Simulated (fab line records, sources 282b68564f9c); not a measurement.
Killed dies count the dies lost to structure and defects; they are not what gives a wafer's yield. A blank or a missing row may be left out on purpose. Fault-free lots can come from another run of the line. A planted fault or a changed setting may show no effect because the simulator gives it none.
fab line records	flow rit-cmos
record lots=14	wafers=42	last-day=8
route steps=202 shown ACTIVE@3 NWELL@34 GATE@83 M1@202
lots with no fault: from the same line, run without faults
start-h: the number of hours between the record's first day and the start of the first shown wafer of the lot	wait-h: hours from the lot's prior step to this one	" same as the row above	L1.1+2: one row covering several wafers at once	- no value, or no start given	* or withheld: withheld	< > ~ a bound
route shown NAME@n: names a module that has steps shown in the file, with the first one's number in the route	usual: average and standard deviation across the fault-free wafers	same: alike in all rows	chamber/n: place in a boat	sites: per-site readings	_std_site: the values' standard deviation	_edge_site: mean of outer sites minus mean of inner sites	radius-mm: how far each site lies from the wafer's centre	mask NAME#n: copy n	behind: the most recent tool/chamber to have shaped the wafer	hold: reason for holding the lot/hours on hold/outcome of the hold	device: the n, p or np transistor that did not switch	end of line: at the end of the route, the tests of the same wafers	for a step that has no rows: nothing shown but its recipe	killed: count of dies lost to structure and defects at first sort (not the wafer's yield)	map: the dies of a wafer, with x for killed, . for not killed, _ for no die there
set.NAME: the setting as run; set.NAME@STEP: as run at that earlier step	model.NAME: the simulator's own value behind a step, which no gauge read
a sample of lots followed through the steps of the route, with each step as a table and each wafer as a row
services: the hour from which a tool's chamber was out of use, counted from the record's first day as start-h (under 0 if before that day), plus the number of hours and why
## steps
# step RIT_ACTIVE_THK_MEAS_02
# recipe reads=SiO2_of_ACTIVE_OXIDATION_01
# usual ACTIVE_OXIDE_THK=44.7/0.78
lot.wafer	tool	chamber	start-h	wait-h	ACTIVE_OXIDE_THK[nm]
L261.2	film-metro-01	-	17.99	0.0	45.1
L261.4	"	-	"	"	44.9
L261.6	"	-	"	"	45.2
L262.2	film-metro-02	-	22.06	0.0	44.7
L262.4	"	-	"	"	44.7
L262.6	"	-	"	"	44.5
L263.2	film-metro-01	-	27.37	0.0	43.9
L263.3	"	-	"	"	42.7
L263.4	"	-	"	"	43.5
L264.3	film-metro-02	-	32.51	0.0	44.5
L264.5	"	-	"	"	44.2
L264.6	"	-	"	"	44.3
L270.3	film-metro-04	-	66.36	0.0	44.4
L270.4	"	-	"	"	44.7
L270.5	"	-	"	"	44.1
L271.1	film-metro-02	-	70.65	0.0	44.7
L271.2	"	-	"	"	44.5
L271.6	"	-	"	"	44.4
L272.1	film-metro-04	-	76.98	0.0	45.3
L272.2	"	-	"	"	45.2
L272.6	"	-	"	"	45.9
L273.3	film-metro-04	-	81.73	0.0	46.1
L273.5	"	-	"	"	45.9
L273.6	"	-	"	"	45.7
L275.2	film-metro-02	-	90.21	0.0	45.2
L275.4	"	-	"	"	44.3
L275.6	"	-	"	"	45.2
L277.2	film-metro-01	-	99.36	0.0	43.3
L277.3	"	-	"	"	43.7
L277.6	"	-	"	"	44.3
L278.2	film-metro-01	-	107.44	0.0	45.4
L278.4	"	-	"	"	46.0
L278.6	"	-	"	"	45.8
L280.2	film-metro-01	-	113.00	0.0	46.7
L280.3	"	-	"	"	45.9
L280.4	"	-	"	"	45.8
L281.2	film-metro-02	-	122.65	0.0	44.6
L281.4	"	-	"	"	43.9
L281.5	"	-	"	"	44.2
L282.3	film-metro-01	-	122.66	0.0	45.3
L282.4	"	-	"	"	45.4
L282.5	"	-	"	"	44.6
# step RIT_NWELL_OVL_MEAS_06
# usual NWELL_OVL=0.0/1.3
lot.wafer	tool	chamber	start-h	wait-h	NWELL_OVL[nm]
L261.2	overlay-02	-	27.36	-	-2.0
L261.4	"	-	"	"	-0.9
L261.6	"	-	"	"	-0.4
L262.2	overlay-02	-	32.50	-	-0.8
L262.4	"	-	"	"	-2.3
L262.6	"	-	"	"	-1.5
L263.2	overlay-01	-	36.64	-	1.0
L263.3	"	-	"	"	-0.2
L263.4	"	-	"	"	0.1
L264.3	overlay-02	-	42.77	-	-1.2
L264.5	"	-	"	"	-2.5
L264.6	"	-	"	"	0.1
L271.1	overlay-01	-	85.00	-	0.5
L271.2	"	-	"	"	-0.6
L271.6	"	-	"	"	0.2
L270.3	overlay-02	-	85.12	-	-0.1
L270.4	"	-	"	"	1.0
L270.5	"	-	"	"	-0.4
L272.1	overlay-02	-	93.33	-	-0.5
L272.2	"	-	"	"	0.7
L272.6	"	-	"	"	-0.6
L273.3	overlay-02	-	97.22	-	-2.3
L273.5	"	-	"	"	-0.7
L273.6	"	-	"	"	0.8
L275.2	overlay-02	-	105.27	-	2.6
L275.4	"	-	"	"	1.4
L275.6	"	-	"	"	0.7
L277.2	overlay-02	-	111.67	-	-1.3
L277.3	"	-	"	"	-1.2
L277.6	"	-	"	"	0.2
L278.2	overlay-02	-	123.91	-	-1.5
L278.4	"	-	"	"	-1.2
L278.6	"	-	"	"	0.1
L280.2	overlay-01	-	126.80	-	-0.5
L280.3	"	-	"	"	-1.0
L280.4	"	-	"	"	-0.3
L281.2	overlay-01	-	136.69	-	2.4
L281.4	"	-	"	"	2.2
L281.5	"	-	"	"	0.6
L282.3	overlay-02	-	137.01	-	2.3
L282.4	"	-	"	"	1.8
L282.5	"	-	"	"	0.3
# step RIT_GATE_THK_MEAS_07
# recipe reads=SiO2_of_GATE_OXIDATION_05
# usual GATE_OXIDE_THK=3.01/0.062
lot.wafer	tool	chamber	start-h	wait-h	GATE_OXIDE_THK[nm]
L261.2	film-metro-03	-	43.52	0.0	3.05
L261.4	"	-	"	"	3.08
L261.6	"	-	"	"	2.99
L262.2	film-metro-01	-	47.64	0.0	2.96
L262.4	"	-	"	"	2.93
L262.6	"	-	"	"	3.03
L263.2	film-metro-02	-	52.82	0.0	3.05
L263.3	"	-	"	"	2.93
L263.4	"	-	"	"	2.94
L264.3	film-metro-03	-	64.43	0.0	3.11
L264.5	"	-	"	"	3.02
L264.6	"	-	"	"	3.01
L271.1	film-metro-01	-	110.09	0.0	2.98
L271.2	"	-	"	"	2.97
L271.6	"	-	"	"	2.95
L270.3	film-metro-03	-	110.11	0.0	3.04
L270.4	"	-	"	"	3.01
L270.5	"	-	"	"	3.09
L272.1	film-metro-02	-	113.24	0.0	3.06
L272.2	"	-	"	"	3.05
L272.6	"	-	"	"	3.02
L273.3	film-metro-01	-	122.07	0.0	3.16
L273.5	"	-	"	"	3.07
L273.6	"	-	"	"	3.13
L275.2	film-metro-02	-	123.98	0.0	3.09
L275.4	"	-	"	"	3.07
L275.6	"	-	"	"	3.08
L277.2	film-metro-02	-	126.23	0.0	3.05
L277.3	"	-	"	"	3.03
L277.6	"	-	"	"	2.99
L278.2	film-metro-03	-	141.42	0.0	2.94
L278.4	"	-	"	"	2.95
L278.6	"	-	"	"	2.89
L280.2	film-metro-01	-	142.86	0.0	2.98
L280.3	"	-	"	"	2.99
L280.4	"	-	"	"	2.97
L281.2	film-metro-02	-	153.37	0.0	3.04
L281.4	"	-	"	"	3.04
L281.5	"	-	"	"	3.03
L282.3	film-metro-02	-	155.82	0.0	2.93
L282.4	"	-	"	"	2.86
L282.5	"	-	"	"	2.94
# step RIT_GATE_EXPOSE_13
# recipe mask-id=M6	na=0.6	source-shape=conventional	sigma-outer=0.6	target-cd-nm=150	dose-mj=380
lot.wafer	tool	chamber	start-h	wait-h	mask
L261.2+4+6	iline-stepper-02	0	46.82	0.1	M6#0
L262.2+4+6	iline-stepper-02	0	51.85	0.1	M6#0
L263.2+3+4	iline-stepper-02	0	55.83	0.1	M6#0
L264.3+5+6	iline-stepper-01	0	66.76	0.2	M6#0
L270.3+4+5	iline-stepper-01	0	112.59	0.2	M6#0
L271.1+2+6	iline-stepper-01	0	112.67	0.3	M6#0
L272.1+2+6	iline-stepper-01	0	115.42	0.1	M6#0
L273.3+5+6	iline-stepper-01	0	124.76	0.4	M6#0
L275.2+4+6	iline-stepper-01	0	128.18	0.1	M6#0
L277.2+3+6	iline-stepper-02	0	131.84	0.2	M6#0
L278.2+4+6	iline-stepper-01	0	143.75	0.2	M6#0
L280.2+3+4	iline-stepper-01	0	147.28	0.2	M6#0
L281.2+4+5	iline-stepper-02	0	155.69	0.2	M6#0
L282.3+4+5	iline-stepper-02	0	159.00	0.2	M6#0
# step RIT_GATE_OVL_MEAS_17
# usual GATE_OVL=0.8/1.4
lot.wafer	tool	chamber	start-h	wait-h	GATE_OVL[nm]
L261.2	overlay-02	-	47.32	0.1	0.6
L261.4	"	-	"	"	3.4
L261.6	"	-	"	"	1.0
L262.2	overlay-01	-	52.36	0.1	0.2
L262.4	"	-	"	"	-1.8
L262.6	"	-	"	"	-1.3
L263.2	overlay-02	-	56.34	0.1	0.6
L263.3	"	-	"	"	1.5
L263.4	"	-	"	"	1.3
L264.3	overlay-02	-	67.25	0.1	1.1
L264.5	"	-	"	"	0.2
L264.6	"	-	"	"	1.0
L270.3	overlay-02	-	113.09	0.1	-0.2
L270.4	"	-	"	"	0.4
L270.5	"	-	"	"	0.2
L271.1	overlay-01	-	113.22	0.1	1.3
L271.2	"	-	"	"	3.1
L271.6	"	-	"	"	2.2
L272.1	overlay-01	-	115.94	0.1	3.3
L272.2	"	-	"	"	2.9
L272.6	"	-	"	"	2.4
L273.3	overlay-02	-	125.26	0.1	1.9
L273.5	"	-	"	"	0.3
L273.6	"	-	"	"	3.0
L275.2	overlay-01	-	128.69	0.1	4.7
L275.4	"	-	"	"	4.3
L275.6	"	-	"	"	2.7
L277.2	overlay-02	-	132.50	0.1	0.7
L277.3	"	-	"	"	-0.4
L277.6	"	-	"	"	1.4
L278.2	overlay-02	-	144.25	0.1	-149.1
L278.4	"	-	"	"	-147.7
L278.6	"	-	"	"	-148.3
L280.2	overlay-01	-	147.78	0.1	-150.6
L280.3	"	-	"	"	-148.1
L280.4	"	-	"	"	-148.7
L281.2	overlay-02	-	156.20	0.1	-1.2
L281.4	"	-	"	"	0.2
L281.5	"	-	"	"	1.2
L282.3	overlay-01	-	159.75	0.1	1.0
L282.4	"	-	"	"	0.6
L282.5	"	-	"	"	1.8
# step RIT_M1_PROBE_99
# usual killed-at-contacts=0.1/0.29	killed-at-front-end=7/3.1	killed-dies=7/3.1	killed-open=3.4/1.9	killed-short=3.6/2.1
# same gross-dies=264	killed_at_M0_to_M3=0	killed_at_M4_up=0	killed-at-back-side=0	killed-at-other=0
lot.wafer	tool	chamber	start-h	wait-h	killed-at-contacts	killed-at-front-end	killed-dies	killed-open	killed-short
L262.2	prober-01	-	75.94	0.1	0	5	5	2	3
L262.4	prober-01	-	76.04	0.2	0	9	9	3	6
L262.6	prober-01	-	76.14	0.2	0	8	8	1	7
# killed by level:class
L262.2 SPACER:geometric-particle:open=2 ACTIVE:geometric-particle:short=1 REOX:geometric-particle:short=1 SPACER:geometric-particle:short=1
L262.4 FOX1:geometric-particle:open=3 FOX1:geometric-particle:short=2 FOX2:geometric-particle:short=1 GATE:geometric-particle:short=1 REOX:geometric-particle:short=1 SPACER:geometric-particle:short=1
L262.6 GATE:geometric-particle:short=2 REOX:geometric-particle:short=2 FOX2:geometric-particle:short=1 GATE:geometric-particle:open=1 SPACER:geometric-particle:short=1 SILICIDE:geometric-particle:short=1
## services
tool	chamber	start-h	hours	kind
iline-stepper-01	-	119.14	1.7	pm
iline-stepper-02	0	132.60	-	calibration
iline-stepper-01	0	135.13	-	calibration
## key
first-sign step=RIT_GATE_OVL_MEAS_17	reading=GATE_OVL	direction=down	sigmas=99+	usual=0.8	struck=-148.7
effect none on later readings
met-at RIT_GATE_EXPOSE_13
struck-lots L278,L280
tester-left-out L278,L280
not-acting-at RIT_ACTIVE_THK_MEAS_02,RIT_NWELL_OVL_MEAS_06,RIT_GATE_THK_MEAS_07
onset-between 128.18 143.75
fault kind=scanner-matching-overlay	tool=iline-stepper-01	chamber=-	onset-h=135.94	steps=RIT_GATE_EXPOSE_13	offset=-150
# tester-left-out: of these lots the tester's yield and bins aren't shown, on N5 and GAA mostly nor the transistor test; their killed dies are dies lost to structure and defects alone, not to doping, threshold or leakage, so they don't give the yield
